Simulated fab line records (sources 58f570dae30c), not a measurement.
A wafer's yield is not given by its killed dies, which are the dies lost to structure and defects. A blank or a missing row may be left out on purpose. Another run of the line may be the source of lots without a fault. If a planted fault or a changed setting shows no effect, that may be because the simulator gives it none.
fab line records	flow berkeley_cmos170
record: lots: 5	wafers: 23
route steps=331 shown NWELL@18 PWELL@49 ACTIVE@68 NVT@111 PLDD@146 PSD@178 NSD@196 SDANNEAL@204
start_h: start of the lot's first displayed wafer, in hours after the record's first day	wait_h: hours elapsed since this lot's preceding step	" identical to the entry in the row above	L1.1+2: several wafers, shown together as one row	- no value, or no start given	* or withheld: withheld	< > ~ a bound
route shown NAME@n: names a module that has steps shown in the file, with the first one's number in the route	usual: mean/standard deviation of fault-free wafers	same: alike in all rows	chamber/n: place in a boat	sites: per-site readings	_std_site: their standard deviation	_edge_site: the outer-site mean with the inner-site mean subtracted	radius_mm: how far each site lies from the wafer's centre	mask NAME#n: copy n	behind: tool/chamber where the wafer was last shaped	hold: reason for holding the lot/hours on hold/outcome of the hold	device: transistor that didn't switch, given as n, p or np	end of line: the route-end tests of the same wafers	step lacking rows: just its recipe	killed: dies lost to structure and defects at the first sort, not the wafer's yield	map: a wafer's dies, x killed, . not, _ none there
set.NAME: the run value of the setting; set.NAME@STEP: its run value at that earlier step	model.NAME: the simulator's own value behind a step, which no gauge read
lots where settings were altered on purpose, with a table for each step and a row for each wafer
== steps ==
step: UCB170_NWELL_CVD_04
recipe: material: Si3N4	target_thk_nm: 224	temp_c: 800	precursor: SiH2Cl2/NH3	time_s: 3360	pressure_mtorr: 200	sih2cl2_flow_sccm: 25	nh3_flow_sccm: 75
lot.wafer	tool	chamber	start_h	wait_h	set.pressure_mtorr	model.Si3N4_of_NWELL_CVD_04.thk_nm
L074.3	lpcvd-01	1	26.16	0.2	200	226.6
L074.4	"	1	"	"	200	226.7
L074.5	"	1	"	"	200	225.8
L075.2	-	-	-	0.0	189.4	224.5
L075.3+6	"	-	"	"	189.4	224.8
L075.4	"	-	"	"	189.4	223.7
L075.5	"	-	"	"	189.4	223.8
L076.1	-	-	-	0.0	183.2	217
L076.3	"	-	"	"	183.2	216.1
L076.4	"	-	"	"	183.2	218.1
L076.5	"	-	"	"	183.2	218.6
L076.6	"	-	"	"	183.2	218.3
L081.1	-	-	-	0.0	171.9	213.5
L081.2	"	-	"	"	171.9	213.7
L081.4+6	"	-	"	"	171.9	213.4
L081.5	"	-	"	"	171.9	211.9
L083.1	-	-	-	0.0	200	223.2
L083.2	"	-	"	"	200	221
L083.3	"	-	"	"	200	223.3
L083.5	"	-	"	"	200	223.6
L083.6	"	-	"	"	200	220.4
step: UCB170_NWELL_PEB_10
recipe: peb_temp_c: 130	peb_time_s: withheld	resist: KrF
lot.wafer	tool	chamber	start_h	wait_h	set.peb_temp_c
L074.3+4+5	litho_track-01	0	28.80	0.1	130
L075.2+3+6	litho_track-04	0	36.09	0.5	127
L075.4+5	"	0	"	"	130
L076.1+4+5	litho_track-02	0	41.15	0.3	130
L076.3+6	"	0	"	"	128.3
L081.1+2+4	litho_track-01	0	68.92	0.5	130
L081.5+6	"	0	"	"	128.6
L083.1+2+3+5+6	litho_track-04	0	76.93	0.1	130
step: UCB170_NWELL_DEVELOP_11
recipe: developer: TMAH	develop_time_s: 45	resist: KrF	dev_temp_c: 21
step: UCB170_NWELL_ETCH_13
recipe: chemistry: CH3F/Ar/O2	target: Si3N4	stop_on: SiO2	CH3F_flow_sccm: 20	Ar_flow_sccm: 50	O2_flow_sccm: 7	pressure_mtorr: 50	rf_w: 450	target_depth_a: 2464	over_etch_frac: 0.1	time_s: 154
lot.wafer	tool	chamber	start_h	wait_h	set.peb_temp_c@NWELL_PEB_10	model.NWELL.cd_nm
L074.3	rie_diel-01	3	29.06	0.0	130	3000
L074.4	"	2	"	"	130	3001
L074.5	"	2	"	"	130	2999
L075.2+3	rie_diel-01	0,1	36.37	0.0	127	2976
L075.4	"	2	"	"	130	2998
L075.5	"	3	"	"	130	2999
L075.6	"	2	"	"	127	2975
L076.1+4+5	rie_diel-01	3,1,3	41.46	0.0	130	3000
L076.3	"	2	"	"	128.3	2988
L076.6	"	2	"	"	128.3	2989
L081.1+2	rie_diel-02	3,0	69.23	0.0	130	3001
L081.4	"	1	"	"	130	3000
L081.5	"	3	"	"	128.6	2990
L081.6	"	0	"	"	128.6	2991
L083.1+2	rie_diel-04	1,3	77.24	0.0	130	3002
L083.3	"	2	"	"	130	3000
L083.5+6	"	2,1	"	"	130	3001
step: UCB170_PWELL_IMPLANT_15
recipe: species: B	dose_cm2: 5e+12	energy_kev: 60	tilt_deg: 7
lot.wafer	tool	chamber	start_h	wait_h	set.dose_cm2
L074.3+4+5	implanter-02	0	44.63	0.1	5e+12
L075.2+5	implanter-03	0	53.32	0.1	4.761e+12
L075.3+4+6	"	0	"	"	5e+12
L076.1+4+6	implanter-03	0	60.28	0.1	5e+12
L076.3+5	"	0	"	"	5.125e+12
L081.1+5	implanter-04	0	89.75	0.1	5.294e+12
L081.2+4+6	"	0	"	"	5e+12
L083.1+2	implanter-03	0	95.34	0.1	4.863e+12
L083.3+5+6	"	0	"	"	5e+12
step: UCB170_PWELL_STRIP_16
recipe: chemistry: O2	power_w: 400	pressure_mtorr: 3500	platen_temp_c: withheld	o2_flow_sccm: 400	overash_fraction: 0.5
step: UCB170_PWELL_TW_MEAS_17
usual: PWELL_TW: 381/3
lot.wafer	tool	chamber	start_h	wait_h	set.dose_cm2@PWELL_IMPLANT_15	PWELL_TW
L074.3	film_metro-03	-	44.85	0.1	5e+12	385
L074.4	"	-	"	"	5e+12	384
L074.5	"	-	"	"	5e+12	386
L075.2	film_metro-03	-	53.55	0.1	4.761e+12	379
L075.3	"	-	"	"	5e+12	384
L075.4	"	-	"	"	5e+12	383
L075.5	"	-	"	"	4.761e+12	378
L075.6	"	-	"	"	5e+12	385
L076.1	film_metro-02	-	60.53	0.1	5e+12	378
L076.3	"	-	"	"	5.125e+12	378
L076.4	"	-	"	"	5e+12	378
L076.5	"	-	"	"	5.125e+12	377
L076.6	"	-	"	"	5e+12	374
L081.1	film_metro-03	-	90.00	0.1	5.294e+12	391
L081.2	"	-	"	"	5e+12	385
L081.4	"	-	"	"	5e+12	385
L081.5	"	-	"	"	5.294e+12	392
L081.6	"	-	"	"	5e+12	383
L083.1	film_metro-01	-	95.59	0.1	4.863e+12	377
L083.2	"	-	"	"	4.863e+12	376
L083.3	"	-	"	"	5e+12	378
L083.5	"	-	"	"	5e+12	378
L083.6	"	-	"	"	5e+12	379
step: UCB170_ACTIVE_COAT_08
recipe: resist: KrF	spin_rpm: 1500	resist_thk_nm: 900
lot.wafer	tool	chamber	start_h	wait_h	set.resist_thk_nm	model.KrF_of_ACTIVE_COAT_08.thk_nm
L074.3	litho_track-04	0	72.35	0.1	900	903.8
L074.4	"	0	"	"	900	899
L074.5	"	0	"	"	900	901.7
L075.2	litho_track-04	0	77.62	0.1	900	901.5
L075.3	"	0	"	"	900	899.8
L075.4	"	0	"	"	900	900.3
L075.5	"	0	"	"	900	901.1
L075.6	"	0	"	"	900	901.9
L076.1	litho_track-03	0	91.69	0.1	900	901
L076.3	"	0	"	"	900	904.6
L076.4	"	0	"	"	945.7	948.5
L076.5	"	0	"	"	945.7	950.7
L076.6	"	0	"	"	945.7	952.8
L081.1	litho_track-03	0	120.88	0.1	942.4	942.8
L081.2	"	0	"	"	942.4	941.5
L081.4	"	0	"	"	900	899.2
L081.5	"	0	"	"	900	901.8
L081.6	"	0	"	"	942.4	944.3
L083.1	litho_track-04	0	121.32	0.1	863.6	867.5
L083.2	"	0	"	"	900	904.8
L083.3	"	0	"	"	863.6	866.6
L083.5	"	0	"	"	863.6	868
L083.6	"	0	"	"	900	902.5
step: UCB170_ACTIVE_SOFTBAKE_09
recipe: resist: KrF	temp_c: 130	time_s: 60
lot.wafer	tool	chamber	start_h	wait_h	set.time_s	set.resist_thk_nm@ACTIVE_COAT_08	model.KrF_of_ACTIVE_COAT_08.thk_nm
L074.3	litho_track-04	0	72.50	0.1	60	900	903.8
L074.4	"	0	"	"	60	900	899
L074.5	"	0	"	"	60	900	901.7
L075.2	litho_track-04	0	77.77	0.1	60	900	901.5
L075.3	"	0	"	"	60	900	899.8
L075.4	"	0	"	"	60	900	900.3
L075.5	"	0	"	"	57.1	900	901.1
L075.6	"	0	"	"	57.1	900	901.9
L076.1	litho_track-03	0	91.84	0.1	60	900	901
L076.3	"	0	"	"	56.36	900	904.6
L076.4	"	0	"	"	60	945.7	948.5
L076.5	"	0	"	"	56.36	945.7	950.7
L076.6	"	0	"	"	56.36	945.7	952.8
L081.1	litho_track-03	0	121.03	0.1	65.39	942.4	942.5
L081.2	"	0	"	"	60	942.4	941.5
L081.4	"	0	"	"	60	900	899.2
L081.5	"	0	"	"	60	900	901.8
L081.6	"	0	"	"	65.39	942.4	944
L083.1	litho_track-04	0	121.47	0.1	56.91	863.6	867.5
L083.2	"	0	"	"	56.91	900	904.8
L083.3	"	0	"	"	56.91	863.6	866.6
L083.5	"	0	"	"	60	863.6	868
L083.6	"	0	"	"	60	900	902.5
step: UCB170_ACTIVE_EXPOSE_10
recipe: mask_id: ACTIVE	target_cd_nm: 1200	na: 0.5	sigma_outer: 0.6	source_shape: conventional	dose_mj: 20
step: UCB170_ACTIVE_PEB_11
recipe: peb_temp_c: 130	peb_time_s: withheld	resist: KrF
step: UCB170_ACTIVE_ETCH_15
recipe: chemistry: CH3F/Ar/O2	target: Si3N4	stop_on: SiO2	CH3F_flow_sccm: 20	Ar_flow_sccm: 50	O2_flow_sccm: 7	pressure_mtorr: 50	rf_w: 450	target_depth_a: 2420	over_etch_frac: 0.1	time_s: 151
lot.wafer	tool	chamber	start_h	wait_h	set.resist_thk_nm@ACTIVE_COAT_08	model.KrF_of_ACTIVE_COAT_08.thk_nm
L074.3	rie_diel-03	0	73.76	0.0	900	732.6
L074.4	"	2	"	"	900	727.4
L074.5	"	1	"	"	900	720.2
L075.2	rie_diel-02	3	78.84	0.0	900	725.8
L075.3	"	1	"	"	900	721.5
L075.4	"	2	"	"	900	725.4
L075.5	"	1	"	"	900	722
L075.6	"	0	"	"	900	724
L076.1	rie_diel-03	1	92.54	0.0	900	718
L076.3	"	3	"	"	900	730.1
L076.4	"	0	"	"	945.7	777.1
L076.5	"	1	"	"	945.7	767
L076.6	"	0	"	"	945.7	780.8
L081.1	rie_diel-02	3	122.05	0.0	942.4	769
L081.2	"	2	"	"	942.4	767.3
L081.4	"	0	"	"	900	723.6
L081.5	"	1	"	"	900	727.4
L081.6	"	2	"	"	942.4	770.5
L083.1	rie_diel-03	2	122.43	0.0	863.6	693.7
L083.2	"	0	"	"	900	733.4
L083.3	"	1	"	"	863.6	684.2
L083.5	"	3	"	"	863.6	692.3
L083.6	"	0	"	"	900	731.5
step: UCB170_ACTIVE_STRIP_16
recipe: chemistry: O2	power_w: 400	pressure_mtorr: 3500	platen_temp_c: withheld	o2_flow_sccm: 400	overash_fraction: 0.5
usual: strip_time_to_endpoint_s: 18.11/0.11
lot.wafer	tool	chamber	start_h	wait_h	set.resist_thk_nm@ACTIVE_COAT_08	strip_time_to_endpoint_s
L074.3	plasma_asher-01	0	73.90	0.1	900	18.29
L074.4	"	1	"	"	900	18.18
L074.5	"	1	"	"	900	17.98
L075.2	plasma_asher-02	0	78.94	0.1	900	18.12
L075.3	"	0	"	"	900	18.00
L075.4	"	1	"	"	900	18.10
L075.5	"	1	"	"	900	18.04
L075.6	"	0	"	"	900	18.08
L076.1	plasma_asher-01	1	92.64	0.1	900	17.93
L076.3	"	0	"	"	900	18.23
L076.4	"	1	"	"	945.7	19.35
L076.5	"	0	"	"	945.7	19.12
L076.6	"	1	"	"	945.7	19.45
L081.1	plasma_asher-03	1	122.15	0.1	942.4	19.16
L081.2	"	0	"	"	942.4	19.11
L081.4	"	0	"	"	900	18.06
L081.5	"	0	"	"	900	18.16
L081.6	"	1	"	"	942.4	19.19
L083.1	plasma_asher-03	1	122.53	0.1	863.6	17.34
L083.2	"	0	"	"	900	18.29
L083.3	"	1	"	"	863.6	17.10
L083.5	"	1	"	"	863.6	17.32
L083.6	"	0	"	"	900	18.24
step: UCB170_NVT_IMPLANT_07
recipe: species: BF2	dose_cm2: 3e+12	energy_kev: 50	tilt_deg: 7
lot.wafer	tool	chamber	start_h	wait_h	set.energy_kev	model.implant.rp_nm	model.implant.drp_nm
L074.3+4+5	implanter-03	0	102.13	0.1	50	37.18	18.57
L075.2+4+5	implanter-03	0	107.91	0.0	50	36.79	18.57
L075.3+6	"	0	"	"	47.14	34.71	17.8
L076.1+6	implanter-03	0	116.73	0.0	51.08	36.65	18.86
L076.3+4+5	"	0	"	"	50	35.88	18.57
L081.1+4+6	implanter-02	0	151.44	0.0	48.68	37.42	18.22
L081.2+5	"	0	"	"	50	38.42	18.57
L083.1+3	implanter-01	0	151.68	0.0	48.01	35.45	18.04
L083.2+5+6	"	0	"	"	50	36.91	18.57
step: UCB170_PLDD_COAT_01
recipe: resist: KrF	spin_rpm: 1500	resist_thk_nm: 900
lot.wafer	tool	chamber	start_h	wait_h	set.spin_rpm	model.KrF_of_PLDD_COAT_01.thk_nm
L074.3	litho_track-03	0	116.64	0.1	1500	900.8
L074.4	"	0	"	"	1500	900.7
L074.5	"	0	"	"	1500	900.1
L075.2+5	litho_track-02	0	120.23	0.1	1500	900.2
L075.3	"	0	"	"	1500	896.6
L075.4	"	0	"	"	1500	895.7
L075.6	"	0	"	"	1500	898.4
L076.1	litho_track-03	0	131.84	0.1	1500	901.4
L076.3	"	0	"	"	1500	899.1
L076.4	"	0	"	"	1448	916.9
L076.5	"	0	"	"	1448	916.7
L076.6	"	0	"	"	1500	902.5
L083.1	litho_track-02	0	164.32	0.1	1500	898.2
L083.2	"	0	"	"	1500	897.3
L083.3	"	0	"	"	1500	892.5
L083.5	"	0	"	"	1500	898.7
L083.6	"	0	"	"	1500	894.9
L081.1	litho_track-02	0	165.33	0.1	1500	900.8
L081.2	"	0	"	"	1456	913.6
L081.4	"	0	"	"	1456	914.5
L081.5	"	0	"	"	1500	898.7
L081.6	"	0	"	"	1500	899.5
step: UCB170_PSD_EXPOSE_03
recipe: mask_id: PSELECT_MOD	na: 0.5	sigma_outer: 0.6	source_shape: conventional	target_cd_nm: 1200	dose_mj: 30
lot.wafer	tool	chamber	start_h	wait_h	mask	set.dose_mj
L074.3+4+5	krf_scanner-01	0	124.46	0.1	PSELECT_MOD#0	30
L075.2+3+4+5+6	krf_scanner-01	0	129.95	0.1	PSELECT_MOD#0	30
L076.1+6	krf_scanner-01	0	141.13	0.4	PSELECT_MOD#0	31.78
L076.3+4+5	"	0	"	"	PSELECT_MOD#0	30
L081.1+2+5	krf_scanner-02	0	174.79	0.2	PSELECT_MOD#0	31.49
L081.4+6	"	0	"	"	PSELECT_MOD#0	30
L083.1+2+6	krf_scanner-01	0	175.03	0.3	PSELECT_MOD#0	30
L083.3+5	"	0	"	"	PSELECT_MOD#0	28.61
step: UCB170_PSD_PEB_04
recipe: peb_temp_c: 130	peb_time_s: withheld	resist: KrF
step: UCB170_PSD_DEVELOP_05
recipe: developer: TMAH	develop_time_s: 45	resist: KrF	dev_temp_c: 21
step: UCB170_PSD_CD_MEAS_06
recipe: target_cd_nm: 1200
usual: cd_nm: 1201.1/1.4
lot.wafer	tool	chamber	start_h	wait_h	set.dose_mj@PSD_EXPOSE_03	cd_nm
L074.3	cd_sem-01	-	124.92	-	30	1199.4
L074.4	"	-	"	"	30	1200.0
L074.5	"	-	"	"	30	1200.5
L075.2	cd_sem-02	-	130.34	-	30	1201.1
L075.3	"	-	"	"	30	1201.6
L075.4	"	-	"	"	30	1201.6
L075.5	"	-	"	"	30	1202.3
L075.6	"	-	"	"	30	1201.6
L076.1	cd_sem-02	-	141.66	-	31.78	1213.0
L076.3	"	-	"	"	30	1201.0
L076.4	"	-	"	"	30	1201.8
L076.5	"	-	"	"	30	1202.1
L076.6	"	-	"	"	31.78	1215.2
L081.1	cd_sem-02	-	175.86	-	31.49	1209.3
L081.2	"	-	"	"	31.49	1211.6
L081.4	"	-	"	"	30	1200.4
L081.5	"	-	"	"	31.49	1209.8
L081.6	"	-	"	"	30	1200.8
L083.1	cd_sem-01	-	175.91	-	30	1202.4
L083.2	"	-	"	"	30	1202.1
L083.3	"	-	"	"	28.61	1195.1
L083.5	"	-	"	"	28.61	1193.1
L083.6	"	-	"	"	30	1202.4
step: UCB170_PSD_IMPLANT_08
recipe: species: B	dose_cm2: 3e+15	energy_kev: 20	tilt_deg: 7
lot.wafer	tool	chamber	start_h	wait_h	set.dose_cm2
L074.3+4+5	implanter-03	0	125.09	0.1	3e+15
L075.2+3+5	implanter-03	0	130.50	0.0	3e+15
L075.4+6	"	0	"	"	3.131e+15
L076.1+4+6	implanter-03	0	141.81	0.0	2.795e+15
L076.3+5	"	0	"	"	3e+15
L081.1+2+4+5+6	implanter-02	0	176.02	0.0	3e+15
L083.1+2	implanter-03	0	176.06	0.0	3e+15
L083.3+5+6	"	0	"	"	3.134e+15
step: UCB170_PSD_STRIP_09
recipe: chemistry: O2	power_w: 400	pressure_mtorr: 3500	platen_temp_c: withheld	o2_flow_sccm: 400	overash_fraction: 0.5
usual: strip_time_to_endpoint_s: 29.37/0.065
lot.wafer	tool	chamber	start_h	wait_h	set.dose_cm2@PSD_IMPLANT_08	strip_time_to_endpoint_s
L074.3	plasma_asher-03	1	125.22	0.1	3e+15	29.45
L074.4	"	0	"	"	3e+15	29.38
L074.5	"	1	"	"	3e+15	29.50
L075.2	plasma_asher-04	0	130.63	0.1	3e+15	29.29
L075.3	"	1	"	"	3e+15	29.24
L075.4	"	0	"	"	3.131e+15	29.78
L075.5	"	1	"	"	3e+15	29.24
L075.6	"	0	"	"	3.131e+15	29.81
L076.1	plasma_asher-02	1	141.96	0.1	2.795e+15	28.58
L076.3	"	0	"	"	3e+15	29.35
L076.4	"	1	"	"	2.795e+15	28.67
L076.5	"	0	"	"	3e+15	29.44
L076.6	"	1	"	"	2.795e+15	28.64
L081.1	plasma_asher-04	1	176.17	0.1	3e+15	29.33
L081.2	"	0	"	"	3e+15	29.40
L081.4	"	0	"	"	3e+15	29.33
L081.5	"	1	"	"	3e+15	29.32
L081.6	"	0	"	"	3e+15	29.35
L083.1	plasma_asher-02	1	176.21	0.1	3e+15	29.40
L083.2	"	0	"	"	3e+15	29.34
L083.3	"	1	"	"	3.134e+15	29.88
L083.5	"	0	"	"	3.134e+15	29.90
L083.6	"	1	"	"	3.134e+15	29.85
step: UCB170_PSD_TW_MEAS_10
usual: PSD_TW: 2333/14
lot.wafer	tool	chamber	start_h	wait_h	set.dose_cm2@PSD_IMPLANT_08	PSD_TW
L074.3	film_metro-04	-	125.31	0.1	3e+15	2334
L074.4	"	-	"	"	3e+15	2332
L074.5	"	-	"	"	3e+15	2332
L075.2	film_metro-01	-	130.74	0.1	3e+15	2344
L075.3	"	-	"	"	3e+15	2346
L075.4	"	-	"	"	3.131e+15	2374
L075.5	"	-	"	"	3e+15	2354
L075.6	"	-	"	"	3.131e+15	2380
L076.1	film_metro-01	-	142.06	0.1	2.795e+15	2302
L076.3	"	-	"	"	3e+15	2349
L076.4	"	-	"	"	2.795e+15	2299
L076.5	"	-	"	"	3e+15	2348
L076.6	"	-	"	"	2.795e+15	2298
L081.1	film_metro-02	-	176.27	0.1	3e+15	2324
L081.2	"	-	"	"	3e+15	2309
L081.4	"	-	"	"	3e+15	2318
L081.5	"	-	"	"	3e+15	2308
L081.6	"	-	"	"	3e+15	2324
L083.1	film_metro-01	-	176.31	0.1	3e+15	2349
L083.2	"	-	"	"	3e+15	2329
L083.3	"	-	"	"	3.134e+15	2368
L083.5	"	-	"	"	3.134e+15	2369
L083.6	"	-	"	"	3.134e+15	2374
step: UCB170_NSD_STRIP_09
recipe: chemistry: O2	power_w: 400	pressure_mtorr: 3500	platen_temp_c: withheld	o2_flow_sccm: 400	overash_fraction: 0.5
usual: oes_product_au: 0.534/0.0049	strip_time_to_endpoint_s: 35.81/0.064
lot.wafer	tool	chamber	start_h	wait_h	set.power_w	oes_product_au	strip_time_to_endpoint_s
L074.3	plasma_asher-02	0	127.10	0.1	400	0.548	35.91
L074.4	"	1	"	"	400	0.534	35.91
L074.5	"	1	"	"	400	0.534	35.86
L075.2	plasma_asher-01	0	132.72	0.1	400	0.541	35.84
L075.3	"	0	"	"	400	0.531	35.93
L075.4	"	1	"	"	445.2	0.554	33.07
L075.5	"	1	"	"	445.2	0.555	33.14
L075.6	"	0	"	"	400	0.530	35.92
L076.1	plasma_asher-02	0	145.57	0.1	400	0.533	35.78
L076.3	"	1	"	"	420.5	0.536	34.43
L076.4	"	0	"	"	400	0.534	35.74
L076.5	"	0	"	"	420.5	0.544	34.48
L076.6	"	1	"	"	420.5	0.542	34.49
L081.1	plasma_asher-02	0	178.97	0.1	400	0.539	35.86
L081.2	"	1	"	"	400	0.535	35.86
L081.4	"	1	"	"	420	0.547	34.70
L081.5	"	1	"	"	420	0.551	34.60
L081.6	"	0	"	"	420	0.540	34.62
L083.1	plasma_asher-01	1	179.40	0.1	366.4	0.515	38.25
L083.2	"	0	"	"	366.4	0.510	38.25
L083.3	"	0	"	"	366.4	0.520	38.26
L083.5	"	0	"	"	400	0.532	35.83
L083.6	"	1	"	"	400	0.541	35.75
step: UCB170_NSD_CLEAN_11
recipe: chemistry: SPM	temp_c: 120	time_s: 600
step: UCB170_SDANNEAL_RTA_00
recipe: temp_c: 900	time_s: 10	ambient: N2
step: UCB170_SDANNEAL_RTA_01
recipe: temp_c: 1050	time_s: 5	ambient: N2
step: UCB170_SDANNEAL_RS_MEAS_02
recipe: thk_meas_gauge: four-point-probe
usual: PSD_RS: 75.59/0.27
lot.wafer	tool	chamber	start_h	wait_h	set.dose_cm2@PSD_IMPLANT_08	PSD_RS[ohm/sq]
L074.3	film_metro-02	-	128.43	0.1	3e+15	75.48
L074.4	"	-	"	"	3e+15	75.34
L074.5	"	-	"	"	3e+15	75.20
L075.2	film_metro-02	-	134.29	0.1	3e+15	75.74
L075.3	"	-	"	"	3e+15	76.01
L075.4	"	-	"	"	3.131e+15	73.35
L075.5	"	-	"	"	3e+15	76.02
L075.6	"	-	"	"	3.131e+15	73.20
L076.1	film_metro-01	-	148.53	0.1	2.795e+15	79.63
L076.3	"	-	"	"	3e+15	75.73
L076.4	"	-	"	"	2.795e+15	79.43
L076.5	"	-	"	"	3e+15	75.95
L076.6	"	-	"	"	2.795e+15	79.82
L081.1	film_metro-02	-	181.60	0.1	3e+15	75.59
L081.2	"	-	"	"	3e+15	75.20
L081.4	"	-	"	"	3e+15	75.99
L081.5	"	-	"	"	3e+15	75.72
L081.6	"	-	"	"	3e+15	75.92
L083.1	film_metro-01	-	181.72	0.0	3e+15	75.51
L083.2	"	-	"	"	3e+15	75.40
L083.3	"	-	"	"	3.134e+15	72.87
L083.5	"	-	"	"	3.134e+15	72.90
L083.6	"	-	"	"	3.134e+15	73.07
== key ==
split: step: UCB170_NWELL_CVD_04	setting: pressure_mtorr	stated: 200	by: lot
response: step: UCB170_NWELL_CVD_04	reading: model.Si3N4_of_NWELL_CVD_04.thk_nm	change: +0.781	per: 1%	r: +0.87
split: step: UCB170_NWELL_PEB_10	setting: peb_temp_c	stated: 130	by: wafer
response: step: UCB170_NWELL_ETCH_13	reading: model.NWELL.cd_nm	change: +9.6	per: 1%	r: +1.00
split: step: UCB170_PWELL_IMPLANT_15	setting: dose_cm2	stated: 5e+12	by: wafer
response: step: UCB170_PWELL_TW_MEAS_17	reading: PWELL_TW	change: +1.13	per: 1%	r: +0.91
split: step: UCB170_ACTIVE_COAT_08	setting: resist_thk_nm	stated: 900	by: wafer
response: step: UCB170_ACTIVE_COAT_08	reading: model.KrF_of_ACTIVE_COAT_08.thk_nm	change: +9.16	per: 1%	r: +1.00
response: step: UCB170_ACTIVE_SOFTBAKE_09	reading: model.KrF_of_ACTIVE_COAT_08.thk_nm	change: +9.14	per: 1%	r: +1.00
response: step: UCB170_ACTIVE_ETCH_15	reading: model.KrF_of_ACTIVE_COAT_08.thk_nm	change: +9.87	per: 1%	r: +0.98
response: step: UCB170_ACTIVE_STRIP_16	reading: strip_time_to_endpoint_s	change: *	per: 1%	r: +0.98
split: step: UCB170_ACTIVE_SOFTBAKE_09	setting: time_s	stated: 60	by: wafer
response none clear
split: step: UCB170_NVT_IMPLANT_07	setting: energy_kev	stated: 50	by: wafer
response: step: UCB170_NVT_IMPLANT_07	reading: model.implant.rp_nm	change: +0.365	per: 1%	r: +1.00
response: step: UCB170_NVT_IMPLANT_07	reading: model.implant.drp_nm	change: +0.134	per: 1%	r: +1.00
split: step: UCB170_PLDD_COAT_01	setting: spin_rpm	stated: 1500	by: wafer
response: step: UCB170_PLDD_COAT_01	reading: model.KrF_of_PLDD_COAT_01.thk_nm	change: -4.69	per: 1%	r: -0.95
split: step: UCB170_PSD_EXPOSE_03	setting: dose_mj	stated: 30	by: wafer
response: step: UCB170_PSD_CD_MEAS_06	reading: cd_nm	change: +1.96	per: 1%	r: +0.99
split: step: UCB170_PSD_IMPLANT_08	setting: dose_cm2	stated: 3e+15	by: wafer
response: step: UCB170_PSD_STRIP_09	reading: strip_time_to_endpoint_s	change: *	per: 1%	r: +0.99
response: step: UCB170_PSD_TW_MEAS_10	reading: PSD_TW	change: +7.01	per: 1%	r: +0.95
response: step: UCB170_SDANNEAL_RS_MEAS_02	reading: PSD_RS	change: -0.568	per: 1%	r: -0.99
split: step: UCB170_NSD_STRIP_09	setting: power_w	stated: 400	by: wafer
response: step: UCB170_NSD_STRIP_09	reading: oes_product_au	change: +0.00201	per: 1%	r: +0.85
response: step: UCB170_NSD_STRIP_09	reading: strip_time_to_endpoint_s	change: *	per: 1%	r: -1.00
